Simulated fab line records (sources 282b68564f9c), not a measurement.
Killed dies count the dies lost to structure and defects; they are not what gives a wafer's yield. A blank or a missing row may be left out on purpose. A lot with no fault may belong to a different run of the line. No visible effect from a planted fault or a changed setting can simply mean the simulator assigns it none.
2 desks looking at one fault -- flow rit cmos -- every desk sees just its own numbers, and what lay behind them comes last

TOOL OWNER'S DESK, implanter-03
RIT_PSD_IMPLANT_08, tool's own readings: per-lot mean of the sampled wafers with a number, covering each lot this tool ran. Marked OUT: a lot whose mean sits more than 4 standard deviations from the usual mean, which makes it out of limits; the brackets give that distance.
Columns: A = beam energy keV at RIT_PSD_IMPLANT_08, usual 27.000
lot,first seen here,A
L783,day 3 06:04,26.985
L785,day 3 16:55,27.009
L789,day 4 12:04,26.998
L801,day 7 00:52,27.779 (+91) OUT
L803,day 7 10:02,27.772 (+90) OUT
L805,day 7 20:25,27.756 (+88) OUT
This desk's verdict: out of limits on L801, L803, L805, starting with L801 at day 7 00:52 (beam energy keV at RIT_PSD_IMPLANT_08). L783, L785, L789 stayed within limits.

FROM THE METROLOGY DESK
What the gauges read for every lot (on any tool): the sampled wafers with a number, averaged. Marked OUT: a lot whose mean sits more than 4 standard deviations from the usual mean, which makes it out of limits; the brackets give that distance.
Columns: A = PRETRO_OVL at RIT_PRETRO_OVL_MEAS_06, usual 0.2 nm; B = PSD_OVL at RIT_PSD_OVL_MEAS_06, usual 0.7 nm; C = PSD_RS at RIT_SDANNEAL_RS_MEAS_04, usual 115.9 ohm/sq
lot,first seen here,A,B,C
L783,day 2 07:22,-2.1,0.4,115.7
L784,day 2 13:55,1.4,1.2,115.5
L785,day 2 20:34,0.5,0.5,115.5
L786,day 3 01:58,0.4,2.8,115.7
L787,day 3 07:54,1.5,-0.7,116.2
L789,day 3 15:38,-1.7,0.4,115.7
L791,day 4 04:55,1.2,-1.4,115.9
L792,day 4 10:33,-3.0,-0.8,115.8
L793,day 4 10:53,-0.0,1.5,116.4
L795,day 4 22:23,0.8,-0.3,116.1
L799,day 5 17:14,0.5,0.8,115.9
L801,day 6 02:37,-1.4,1.2,114.1 (-5.6) OUT
L802,day 6 07:34,1.5,1.1,116.0
L803,day 6 13:53,1.2,-1.1,114.6
L805,day 7 01:51,0.2,-0.1,114.1 (-5.4) OUT
This desk's finding: out of limits on L801, L805; first on L801, day 7 02:05 (PSD_RS at RIT_SDANNEAL_RS_MEAS_04). L783, L784, L785, L786, L787, L789, L791, L792, L793, L795, L799, L802, L803 stayed within limits.

ALL TOGETHER
The tool owner's desk could have raised an alarm at day 7 00:52, on L801, L803, L805.
On L801, L805, the metrology desk was in a position to raise an alarm at day 7 02:05.
The metrology desk has L803 on record, within its limits.
Every lot named ran RIT_PSD_IMPLANT_08 on implanter-03.

WHAT WAS PUT IN BY THE SIMULATOR
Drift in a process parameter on implanter-03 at RIT_PSD_IMPLANT_08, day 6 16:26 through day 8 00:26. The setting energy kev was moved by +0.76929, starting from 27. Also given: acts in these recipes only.
Struck lots among those shown: L801, L803, L805.
Time in hours from fault onset to the first out-of-limits reading at each desk: tool owner's desk 8, metrology desk 10.
